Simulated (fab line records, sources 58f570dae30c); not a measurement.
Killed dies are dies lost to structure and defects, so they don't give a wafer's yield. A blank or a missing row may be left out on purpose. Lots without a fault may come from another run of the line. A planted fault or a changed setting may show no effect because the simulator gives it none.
Which tool did it? | flow berkeley_cmos170 | 7 lots, 21 wafers sampled, at 3 steps of a route of 331

WHAT THE GAUGES READ, wafer by wafer
UCB170_M1_CD_MEAS_90: target cd 700 nm.
lot  | measured     | on        | cd_nm (nm)
L503 | day 8 06:37  | cd_sem-01 | 702.1 701.0 701.6
L505 | day 9 00:40  | cd_sem-02 | 697.5 702.0 698.3
L508 | day 9 20:08  | cd_sem-01 | 701.4 702.6 699.4
L513 | day 10 20:24 | cd_sem-02 | 701.8 700.7 703.1
L517 | day 11 22:25 | cd_sem-02 | 697.9 699.5 699.8
L522 | day 12 23:23 | cd_sem-02 | 685.7 692.2 689.4
L524 | day 13 11:28 | cd_sem-02 | 698.5 700.2 701.2

WHICH TOOL RAN EACH LOT (tool, then ch and the chambers of the sampled wafers, then the start)
lot  | UCB170_M1_METAL_ETCH_12           | UCB170_M1_STRIP_13
L503 | rie_metal-02 ch 1, day 8 06:15    | plasma_asher-02 ch 0,1, day 8 06:31
L505 | rie_metal-02 ch 0, day 9 00:19    | plasma_asher-01 ch 0,1, day 9 00:32
L508 | rie_metal-04 ch 0,1, day 9 19:53  | plasma_asher-02 ch 0,1, day 9 20:01
L513 | rie_metal-04 ch 0,1, day 10 20:10 | plasma_asher-02 ch 0,1, day 10 20:17
L517 | rie_metal-02 ch 0,1, day 11 22:11 | plasma_asher-04 ch 0,1, day 11 22:19
L522 | rie_metal-04 ch 0,1, day 12 23:08 | plasma_asher-02 ch 0,1, day 12 23:16
L524 | rie_metal-03 ch 0,1, day 13 10:52 | plasma_asher-02 ch 0,1, day 13 11:01
- UCB170_M1_METAL_ETCH_12: etches Al in Cl2/BCl3, stops on PSG, target depth 780 nm, time 130 s.
- UCB170_M1_STRIP_13: strips in O2.

THE ANSWER, worked out from the rows above alone
Rule: what is usual is taken from the lots themselves. Put in order of their means at a reading, lots are off if they are a third of the lots or fewer, leave a main group of 4 or more, and stand apart from it by a gap of 3 or more times the standard deviation of the main group's means; of several such gaps the widest counts. A main group whose means are all the same, to the digits that the tables above print for the reading, isn't used. A lot without any number at a reading at which 4 lots or more have one is off too. The other lots that the step has rows for count as sound.
Off: L522, at UCB170_M1_CD_MEAS_90 (cd_nm). The main group: mean 700.5 nm, standard deviation 1.1.
A tool fits if, at a process step before that reading, it ran every lot that is off, and no sound lot after the first of them. The gauges at UCB170_M1_CD_MEAS_90 are tried like those tools. One fits: rie_metal-04 at UCB170_M1_METAL_ETCH_12. Its last sound lot is L513 (day 10 20:10), its first lot that is off L522 (day 12 23:08): a fault that began between those two fits.

WHAT THE SIMULATOR HAD PUT IN
Process parameter drift: rie_metal-04, from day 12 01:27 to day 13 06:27, at UCB170_M1_METAL_ETCH_12. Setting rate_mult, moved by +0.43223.
Lots struck among those shown: L522. The rule above found the same.
